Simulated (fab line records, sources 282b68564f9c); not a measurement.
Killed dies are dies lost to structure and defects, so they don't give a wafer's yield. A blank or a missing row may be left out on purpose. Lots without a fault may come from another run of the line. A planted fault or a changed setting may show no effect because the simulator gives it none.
One fault seen from 2 desks | flow rit_cmos | each desk has only its own numbers; what lay behind them comes last

THE METROLOGY DESK
What the gauges read, lot by lot, whatever tool the lot ran on: means of the sampled wafers that have a number. A lot is out of limits, marked OUT, if its mean lies more than 4 standard deviations from the usual mean; the brackets give that distance.
Columns: A = cd_nm at RIT_GATE_CD_MEAS_90, usual 149.9 nm; B = cd_nm at RIT_M1_CD_MEAS_90, usual 2599.9 nm
lot  | first seen here | A     | B
L867 | day 2 13:26     | 144.7 | 2598.8
L868 | day 2 18:35     | 152.6 | 2597.4
L869 | day 3 00:01     | 150.5 | 2600.3
L871 | day 3 08:33     | 149.4 | 2600.4
L872 | day 3 14:59     | 152.9 | 2599.4
L874 | day 4 01:01     | 149.9 | 2599.5
L879 | day 5 03:15     | 150.3 | 2587.9 (-4.5) OUT
L881 | day 5 10:59     | 153.1 | 2595.8
L883 | day 5 22:33     | 149.5 | 2600.0
L884 | day 6 02:04     | 149.6 | 2601.0
L887 | day 6 22:01     | 148.3 | 2601.5
L889 | day 7 03:58     | 149.2 | 2599.4
L890 | day 7 10:31     | 151.0 | 2603.0
This desk's finding: out of limits on L879; first on L879, day 5 21:09 (cd_nm at RIT_M1_CD_MEAS_90). In limits: L867, L868, L869, L871, L872, L874, L881, L883, L884, L887, L889, L890.

THE TOOL OWNER'S DESK: rie_metal-03
The tool's own readings at RIT_M1_METAL_ETCH_12 (etches Al in Cl2/BCl3, stops on SiO2, time 165 s, target depth 600 nm): means of the sampled wafers that have a number, for each lot that ran on this tool. A lot is out of limits, marked OUT, if its mean lies more than 4 standard deviations from the usual mean; the brackets give that distance.
Columns: A = drypump_motor_current_A at RIT_M1_METAL_ETCH_12, usual 6.04 A; B = oes_product_au at RIT_M1_METAL_ETCH_12, usual 0.776 a.u.; C = throttle_valve_pct at RIT_M1_METAL_ETCH_12, usual 8.30 %
lot  | first seen here | A    | B     | C
L867 | day 3 06:53     | 5.98 | 0.770 | 8.26
L879 | day 5 20:37     | 6.00 | 0.769 | 8.25
This desk's finding: nothing out of limits on any of the 2 lots.

PUT TOGETHER
The metrology desk could have raised an alarm at day 5 21:09, on L879.
The tool owner's desk saw nothing out of limits.
The tool owner's desk has L879 on record, within its limits.
Of the lots named, all ran RIT_M1_METAL_ETCH_12 on rie_metal-03.

WHAT THE SIMULATOR HAD PUT IN
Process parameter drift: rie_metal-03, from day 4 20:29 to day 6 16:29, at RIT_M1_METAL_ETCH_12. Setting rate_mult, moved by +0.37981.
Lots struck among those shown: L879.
Hours from the fault's start to each desk's first reading out of limits: the metrology desk, 25.
